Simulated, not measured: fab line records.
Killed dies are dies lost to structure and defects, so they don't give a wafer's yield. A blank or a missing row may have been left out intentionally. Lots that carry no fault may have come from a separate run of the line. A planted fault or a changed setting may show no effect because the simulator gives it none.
Split-lot trial -- flow berkeley cmos170 -- 23 wafers read across 5 lots, on a route 331 steps long

== THE SPLIT ==
At UCB170_GATE_COAT_07 (resist thk 900 nm), the setting spin rpm was moved away from the recipe's 1500 rpm on 6 of the 23 wafers read, by -5.3% to -2.1%. The other wafers ran this setting at the recipe's value.

The reading is taken at the split's own step.

== THE READING ==
KrF_of_GATE_COAT_07.thk nm (the simulator's own value, which no gauge read), in nm, at UCB170_GATE_COAT_07 (resist thk 900 nm). The file does not state a usual value for it. The 17 wafers here that ran the recipe average 901.2 nm, standard deviation 2 nm.

wafer,"tool, chamber at the split","spin rpm as run, rpm",against the recipe,"KrF_of_GATE_COAT_07.thk nm, nm",against lot-mates on the recipe
L074.1,"litho track-01, 0",1500,recipe,901.1,-
L074.2,"litho track-01, 0",1500,recipe,902,-
L074.4,"litho track-01, 0",1500,recipe,901,-
L074.5,"litho track-01, 0",1500,recipe,902.7,-
L074.6,"litho track-01, 0",1500,recipe,904.9,-
L082.2,"litho track-02, 0",1500,recipe,903.8,-
L082.3,"litho track-02, 0",1500,recipe,902,-
L082.4,"litho track-02, 0",1500,recipe,903.9,-
L083.2,"litho track-01, 0",1421,-5.3%,922.9,+22.9
L083.3,"litho track-01, 0",1421,-5.3%,924,+24.0
L083.4,"litho track-01, 0",1500,recipe,898.3,-
L083.5,"litho track-01, 0",1421,-5.3%,922.5,+22.5
L083.6,"litho track-01, 0",1500,recipe,901.8,-
L084.1,"litho track-01, 0",1500,recipe,901.2,-
L084.2,"litho track-01, 0",1469,-2.1%,912.7,+12.2
L084.3,"litho track-01, 0",1469,-2.1%,912.5,+12.0
L084.4,"litho track-01, 0",1500,recipe,899.8,-
L084.5,"litho track-01, 0",1469,-2.1%,910.8,+10.3
L085.1,"litho track-01, 0",1500,recipe,900.1,-
L085.3,"litho track-01, 0",1500,recipe,898.7,-
L085.4,"litho track-01, 0",1500,recipe,902.5,-
L085.5,"litho track-01, 0",1500,recipe,897.5,-
L085.6,"litho track-01, 0",1500,recipe,899.2,-

FIT RESULTS
A straight line over all 23 wafers: KrF_of_GATE_COAT_07.thk nm changes by -4.26 nm for each +1% of spin rpm; r = -0.97; the points scatter about the line by 2 nm.
The same after taking each lot's own level away (the mean of its wafers on the recipe; 23 wafers): -4.49 nm for each +1%; r = -0.98; scatter 1.6 nm.
On that fit, the largest move of spin rpm shifts the reading by 24 nm.
The lots' own levels span 899.60 to 903.23 nm, that is 1.8 times the standard deviation above.
Consequently the slope shifts little with the lot-to-lot level, the two slopes agreeing.
Check: for one of the wafers moved furthest among these (-5.3%), held out of the fit, the line's prediction against its lot-mates is +24.3 nm. Against them it came out at +22.9 nm.

== FURTHER SPLITS ON THESE WAFERS ==
Other splits were also applied to these wafers ahead of the reading. Each is held against what the fit with the lots' levels taken away leaves over:
other split on the same wafers,wafers away from the commonest value,r with KrF_of_GATE_COAT_07.thk nm (lot level and that fit taken away)
UCB170_START_OXIDATION_02 temp c,15,-0.36
UCB170_NWELL_CVD_04 time s,18,-0.12
UCB170_PWELL_OXIDATION_02 temp c,15,+0.03
UCB170_PWELL_STRIP_16 overash fraction,8,+0.07
UCB170_ACTIVE_CVD_05 pressure mtorr,13,-0.31
UCB170_ACTIVE_STRIP_16 power w,9,+0.15
UCB170_PFIELD_IMPLANT_07 dose cm2,10,+0.16
UCB170_NVT_IMPLANT_07 dose cm2,11,+0.21

== THE FILE'S OWN FIT ==
KrF_of_GATE_COAT_07.thk nm changes by -4.54 nm for each +1% of spin rpm, r = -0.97.
